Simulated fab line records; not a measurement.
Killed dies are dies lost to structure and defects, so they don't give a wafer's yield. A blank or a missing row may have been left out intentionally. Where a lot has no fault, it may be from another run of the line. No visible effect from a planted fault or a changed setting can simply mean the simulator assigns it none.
A lot that was struck, set against a sound lot + flow rit cmos + 27 steps out of a route of 202
Sound: these wafers, L651.1, L651.3, L651.4. Struck: wafer L648.3 (L648.1, L648.2, from the same lot, were not struck and are left out); the cause is given at the end.
For every step that has rows: the tool of each side, followed by ch and its chambers, followed by its first start. Under that, the readings that differ: sound wafers + struck wafers + difference of the means + sigmas: that difference in standard deviations of wafers without a fault.
alike: words and numbers the same on both sides, and readings whose means are apart by under 2 such deviations; not compared: readings that were withheld, readings missing a value for some wafer, numbers with overlapping values and no deviation given by the record, and bounds like >300 which may hide the same value.
A row with sigmas, a row that says differs or no value, or rows on one side alone: a step with any of these is where the two part. Numbers that have no deviation but don't overlap get no sigmas and don't part them. A reading that every wafer of one side lacks parts them only if that side has two wafers or more.

first, 1 step without rows for these wafers: RIT_ACTIVE_OXIDATION_01 (target thk 46.8 nm, ox time 3317 s).
RIT_ACTIVE_THK_MEAS_02:
  sound: film metro-02 at day 5 06:47; struck: film metro-01 at day 4 15:03
  alike: ACTIVE_OXIDE_THK
then, 1 step without rows for these wafers: RIT_ACTIVE_CVD_03 (deposits Si3N4 from SiH2Cl2/NH3, target thk 150 nm, time 1500 s).
RIT_ACTIVE_THK_MEAS_04:
  sound: film metro-01 at day 5 08:16; struck: film metro-02 at day 4 16:55
  alike: ACTIVE_NITRIDE_THK
then, 6 steps without rows for these wafers: RIT_ACTIVE_HMDS_05 (prime time 60 s); RIT_ACTIVE_COAT_06 (resist thk 1000 nm); RIT_ACTIVE_SOFTBAKE_07 (time 60 s); RIT_ACTIVE_EXPOSE_08 (exposes mask M1, target cd 1400 nm); RIT_ACTIVE_PEB_09; RIT_ACTIVE_DEVELOP_10 (develop time 50 s).
RIT_ACTIVE_CD_MEAS_11: the cd target is 1400 nm.
  sound: cd sem-01 at day 5 09:18; struck: cd sem-02 at day 4 17:56
  alike: cd nm
then, 1 step without rows for these wafers: RIT_ACTIVE_HARDBAKE_12 (time 60 s).
RIT_ACTIVE_ETCH_13: etches Si3N4 in SF6, stops on SiO2, time 210 s, target depth 210 nm.
  sound on rie diel-04 ch 1,3, day 5 09:34; struck on rie diel-03 ch 0, day 4 18:13
| reading                                       | sound             | struck | difference | sigmas |
|-----------------------------------------------|-------------------|--------|------------|--------|
| rf fwd power W (W)                            | 124.4 124.7 124.2 | 144.4  | +20.0      | +57    |
| model.NOVOLAK_of_ACTIVE_COAT_06.thk nm (nm)   | 654.7 653.6 656.3 | 604.3  | -50.6      |        |
| model.SiO2_of_ACTIVE_OXIDATION_01.thk nm (nm) | 46.89 46.12 46.68 | 31.99  | -14.57     |        |
| model.ACTIVE.feature depth nm (nm)            | 149.4 149.2 149.5 | 165.5  | +16.1      |        |
  alike: drypump motor current A, oes product au, throttle valve pct
  not compared: rf hours counter h
RIT_ACTIVE_STRIP_14: strips in O2, time 180 s.
  sound on plasma asher-03 ch 0,1, day 5 09:42; struck on plasma asher-03 ch 0, day 4 18:20
  alike: drypump motor current A
  not compared: rf hours counter h
RIT_ACTIVE_CD_MEAS_90: the cd target is 1400 nm.
  sound: cd sem-02 at day 5 09:53; struck: cd sem-02 at day 4 18:31
  alike: cd nm
then, 4 steps without rows for these wafers: RIT_ACTIVE_CLEAN_15 (cleans in SC1, time 600 s); RIT_ACTIVE_CLEAN_16 (cleans in dHF, time 30 s); RIT_ACTIVE_CLEAN_17 (cleans in SC2, time 600 s); RIT_FOX1_OXIDATION_00 (target thk 350.7 nm, ox time 1130 s).
RIT_FOX1_THK_MEAS_01:
  sound: film metro-03 at day 5 12:22; struck: film metro-03 at day 4 21:30
  alike: FOX1_OXIDE_THK
then, 2 steps without rows for these wafers: RIT_FOX1_WET_ETCH_02 (etches SiO2 in BOE, target depth 350 nm, time 390 s); RIT_FOX2_OXIDATION_00 (target thk 350.7 nm, ox time 1082 s).
RIT_FOX2_THK_MEAS_01:
  sound: film metro-02 at day 5 13:52; struck: film metro-03 at day 5 00:02
| reading             | sound       | struck | difference | sigmas |
|---------------------|-------------|--------|------------|--------|
| FOX2_OXIDE_THK (nm) | 359 359 349 | 338    | -18        | -3     |
then, 1 step without rows for these wafers: RIT_FOX2_CLEAN_02 (cleans in dHF, time 180 s).
RIT_FOX2_WET_ETCH_03: etches Si3N4 in H3PO4, target depth 195 nm, time 2700 s.
  sound on wet bench-04 ch 3, day 5 13:59; struck on wet bench-04 ch 3, day 5 00:10
| reading                                       | sound            | struck | difference | sigmas |
|-----------------------------------------------|------------------|--------|------------|--------|
| model.SiO2_of_ACTIVE_OXIDATION_01.thk nm (nm) | 41.7 41.02 41.51 | 28.44  | -12.97     |        |
RIT_FOX2_THK_MEAS_90:
  sound: film metro-02 at day 5 14:53; struck: film metro-02 at day 5 00:59
| reading                     | sound       | struck | difference | sigmas |
|-----------------------------|-------------|--------|------------|--------|
| FIELD_OXIDE_LEFT_1_THK (nm) | 331 332 321 | 311    | -17        | -3     |
RIT_M1_PROBE_99:
  sound: prober-01 at day 7 09:11; struck: prober-02 at day 6 17:20
  alike: killed_at_M0_to_M3, killed at contacts, killed at front end, killed dies, killed open, killed short

WHERE THEY PART
At RIT_ACTIVE_ETCH_13 first; at RIT_FOX2_THK_MEAS_90 last (within this record only). Later steps at which nothing parts them and some readings are alike: RIT_M1_PROBE_99.

WHY: what the simulator had put in
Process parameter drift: rie diel-03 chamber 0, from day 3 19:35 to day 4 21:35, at RIT_ACTIVE_ETCH_13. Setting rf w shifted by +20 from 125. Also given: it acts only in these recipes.
